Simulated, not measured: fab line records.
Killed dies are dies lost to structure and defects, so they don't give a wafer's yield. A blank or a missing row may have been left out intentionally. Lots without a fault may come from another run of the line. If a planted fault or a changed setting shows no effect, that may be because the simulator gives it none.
Struck lot and sound lot, side by side | flow ritCmos | 20 out of 202 route steps
Sound: wafers L503.3, L503.5, L503.6. Struck: wafers L516.2, L516.4, L516.5. At the end, the cause is stated.
Each step with rows lists, per side, the tool, then ch with its chambers, then its first start. Under that, the readings that differ: sound wafers | struck wafers | difference of the means | sigmas: that difference in standard deviations of wafers without a fault.
alike: same words and numbers on both sides, and readings whose means sit less than 2 such deviations apart. not compared: any withheld reading, any reading some wafer has no value for, any bound like >300 that may hide the same value, and any number with overlapping values for which the record gives no deviation.
The two part at a step that has a row with sigmas, a row that says differs or no value, or rows on one side only. Non-overlapping numbers with no deviation appear without sigmas and do not part them. A reading missing from all wafers of one side parts the sides only when that side holds two or more wafers.

first, 2 steps without rows for these wafers: RIT_NWELL_HARDBAKE_07 (time 120 s); RIT_NWELL_IMPLANT_08.
RIT_NWELL_STRIP_09: strips in O2, time 180 s.
  sound on plasmaAsher-03 ch 0,1, day 1 23:24; struck on plasmaAsher-03 ch 0,1, day 4 16:58
  alike: drypumpMotorCurrentA, rfReflPowerW
  not compared: rfHoursCounterH
RIT_NWELL_TW_MEAS_10:
  sound: filmMetro-02 at day 1 23:32; struck: filmMetro-04 at day 4 17:09
  alike: NWELL_TW
then, 6 steps without rows for these wafers: RIT_PWELL_HMDS_00 (prime time 60 s); RIT_PWELL_COAT_01 (resist thk 1300 nm); RIT_PWELL_SOFTBAKE_02 (time 60 s); RIT_PWELL_EXPOSE_03 (exposes mask M3, target cd 43700 nm); RIT_PWELL_PEB_04; RIT_PWELL_DEVELOP_05 (develop time 68 s).
RIT_PWELL_OVL_MEAS_06:
  sound: overlay-01 at day 2 00:28; struck: overlay-02 at day 4 18:13
  alike: PWELL_OVL
then, 1 step without rows for these wafers: RIT_PWELL_HARDBAKE_07 (time 120 s).
RIT_PWELL_IMPLANT_08:
  sound on implanter-01 ch 0, day 2 01:05; struck on implanter-01 ch 0, day 4 18:31
reading          | sound                     | struck                        | difference | sigmas
doseIonsCm2      | 7.008e+13 6.995e+13 7e+13 | 9.943e+13 9.946e+13 9.942e+13 | +2.943e+13 | +99 or more
faradayCurrentUA | 225 221 223               | 297 311 311                   | +83        | +17
  alike: beamOnS
RIT_PWELL_STRIP_09: strips in O2, time 180 s.
  sound on plasmaAsher-03 ch 0,1, day 2 01:14; struck on plasmaAsher-03 ch 0,1, day 4 18:38
  alike: drypumpMotorCurrentA, rfReflPowerW
  not compared: rfHoursCounterH
RIT_PWELL_TW_MEAS_10:
  sound: filmMetro-02 at day 2 01:22; struck: filmMetro-02 at day 4 18:49
reading  | sound       | struck         | difference | sigmas
PWELL_TW | 950 947 949 | 1046 1046 1051 | +99        | +10
then, 1 step without rows for these wafers: RIT_WELLDRIVE_ANNEAL_00 (time 14700 s).
RIT_WELLDRIVE_RS_MEAS_01: measures by four-point-probe.
  sound: filmMetro-04 at day 2 07:02; struck: filmMetro-02 at day 5 01:12
  alike: NWELL_RS
RIT_WELLDRIVE_RS_MEAS_02: measures by four-point-probe.
  sound: filmMetro-04 at day 2 07:10; struck: filmMetro-02 at day 5 01:19
reading           | sound             | struck            | difference | sigmas
PWELL_RS (ohm/sq) | 428.6 430.2 429.0 | 345.9 344.2 345.6 | -84.0      | -60
then, 1 step without rows for these wafers: RIT_NRETRO_HMDS_00 (prime time 60 s).
RIT_M1_PROBE_99:
  sound: prober-01 at day 3 15:48; struck: prober-01 at day 6 09:59
reading                          | sound             | struck            | difference | sigmas
model.etest.nmos_0p3.rOnOhmUm    | 2095 2068 2086    | 2534 2531 2521    | +446       | 
model.etest.nmos_0p15.rOnOhmUm   | 1061 1084 1064    | 1318 1347 1325    | +260       | 
model.etest.pwellPinched.rsOhmSq | 458.9 464.4 456.8 | 369.2 366.3 366.1 | -92.8      | 
model.etest.pwell.rsOhmSq        | 421.2 418.7 421.2 | 333.4 332.4 330.4 | -88.3      | 
model.etest.nmosTurned.driveUaUm | 339.3 340.2 326   | 227.2 230.7 225   | -107.5     | 
model.etest.nmos_0p15.driveUaUm  | 498.5 498.1 484   | 378.4 365.3 375.6 | -120.4     | 
model.etest.nmosNarrow.driveUaUm | 234.4 240.1 228.3 | 177.5 171.9 175.6 | -59.3      | 
model.etest.nmos_0p3.driveUaUm   | 234.1 238.4 230.7 | 176.5 174.9 176.4 | -58.5      | 
  alike: killedAtContacts, killedAtFrontEnd, killedDies, killedOpen, killedShort

## WHERE THEY PART
Earliest at RIT_PWELL_IMPLANT_08; latest, in this record, at RIT_WELLDRIVE_RS_MEAS_02. Later steps at which nothing parts them and some readings are alike: RIT_M1_PROBE_99.

WHY: what the simulator had put in
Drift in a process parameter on implanter-01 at RIT_PWELL_IMPLANT_08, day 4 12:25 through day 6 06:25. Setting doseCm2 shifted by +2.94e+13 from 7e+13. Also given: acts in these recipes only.
